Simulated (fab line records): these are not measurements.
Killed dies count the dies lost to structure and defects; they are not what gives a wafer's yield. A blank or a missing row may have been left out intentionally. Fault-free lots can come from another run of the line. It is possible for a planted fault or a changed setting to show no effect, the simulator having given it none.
Code-filled problem report in 8D (eight disciplines) form || flow berkeley_cmos170 || the parts of the form that need people (team, actions taken, sign-off) are left out

== 1. PROBLEM STATEMENT ==
UCB170_M1_SPUTTER_00, chamber_pressure_pa: mean 0.5312 Pa over 1 wafer from 1 lot; wafers with no fault: 0.4998 Pa, standard deviation 0.0011. Measured from the usual mean, that is +29 standard deviations.
The step: material Al, target thk 600 nm, time 80 s.
First observed at day 9 21:04: wafer L178.1, on pvd_sputter-02. Wafers with a number at this step in the record: 15, from 5 lots. Rule for "out" (also "out of limits"): further than 4 standard deviations from the usual mean. All remaining wafers that have a number are taken as sound.

== 2. WHAT THIS IS AND IS NOT ==
{"question": "which readings at this step", "is": "chamber_pressure_pa", "is not": "-"}
{"question": "which lots", "is": "L178", "is not": "L174, L179, L189, L195"}
{"question": "which wafers of those lots", "is": "L178.1", "is not": "L178.3, L178.4"}
{"question": "read on which tools", "is": "pvd_sputter-02", "is not": "pvd_sputter-03"}
{"question": "when", "is": "from day 9 21:04", "is not": "up to then (8 sound wafers); but 6 sound wafers of L189, L195 came after"}

== 3. SUSPECTS, AND WHAT RULES EACH OUT ==
Counting: if a tool at a process step up to the reading ran every lot that is out, it stays a suspect. Sound lots after the first of them don't rule it out here, since some wafers of a struck lot are sound.
- rie_diel-01 at UCB170_CONTACT_ETCH_17 (etches BARC in N2/H2): kept. It processed L178, the lot that is out, at day 9 20:31, and its most recent sound lot before then was L174 at day 8 15:17.
- rie_diel-01 at UCB170_CONTACT_ETCH_18 (etches PSG in CHF3/CF4/Ar, stops on TiSi2, target depth 840 nm, time 195 s): kept. It processed L178, the lot that is out, at day 9 20:41, and its most recent sound lot before then was L174 at day 8 15:28. UCB170_CONTACT_ETCH_18: start missing for some lots; hours and lot order therefore follow UCB170_CONTACT_STRIP_19.
- plasma_asher-03 at UCB170_CONTACT_STRIP_19 (strips in O2): kept. It ran the lot that is out, L178 (day 9 20:41).
- pvd_sputter-02 at UCB170_M1_SPUTTER_00 (material Al, target thk 600 nm, time 80 s): kept. It processed L178, the lot that is out, at day 9 21:04, and its most recent sound lot before then was L174 at day 8 15:52. On those wafers its own readings are out: chamber_pressure_pa.
- In rie_diel-01 at UCB170_CONTACT_ETCH_17, the wafers that are out were processed in chamber 3 and their sound lot-mates in chambers 1, 2.
- In rie_diel-01 at UCB170_CONTACT_ETCH_18, the wafers that are out were processed in chamber 3 and their sound lot-mates in chambers 1, 2.
Left after counting: rie_diel-01 at UCB170_CONTACT_ETCH_17, rie_diel-01 at UCB170_CONTACT_ETCH_18, plasma_asher-03 at UCB170_CONTACT_STRIP_19, pvd_sputter-02 at UCB170_M1_SPUTTER_00.

== 4. THE CAUSE (what the simulator had put in) ==
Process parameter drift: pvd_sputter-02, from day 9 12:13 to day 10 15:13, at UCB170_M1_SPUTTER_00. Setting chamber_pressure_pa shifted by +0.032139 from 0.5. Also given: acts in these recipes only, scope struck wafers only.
Of the 4 suspects that counting leaves, this tool is one.

== 5. SEQUENCE OF EFFECTS, ordered by route ==
Each row: a reading where the mean over the struck wafers with a number is more than 3 standard deviations away from the usual. Only readings whose record carries a usual standard deviation are examined. hours: median over the lots of the time between each lot's start at the first step of this table that gives one and its start at this step. sigmas: the change, counted in usual standard deviations.
{"hours": 0, "step": "UCB170_M1_SPUTTER_00", "reading": "chamber_pressure_pa", "usual": "0.4998 Pa", "on struck wafers": 0.5312, "change": "+0.0314", "sigmas": "+29"}
Here are the process steps it includes:
- UCB170_M1_SPUTTER_00: material Al, target thk 600 nm, time 80 s.
Later steps that measure or inspect, where all struck wafers having a row at the step show a number for every such reading and not one has moved that far: UCB170_M1_RS_MEAS_01, UCB170_M1_THK_MEAS_02, UCB170_M1_CD_MEAS_09, UCB170_M1_OVL_MEAS_10, UCB170_M1_CD_MEAS_90, UCB170_V1_THK_MEAS_01, UCB170_V1_BOW_MEAS_03, UCB170_V1_THK_MEAS_04, UCB170_V1_CD_MEAS_12, UCB170_V1_OVL_MEAS_13.

== 6. WHAT WOULD HAVE CAUGHT IT SOONER ==
9 hours passed between the start of the fault at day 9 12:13 and the first reading out of limits in this record, taken at day 9 21:04.
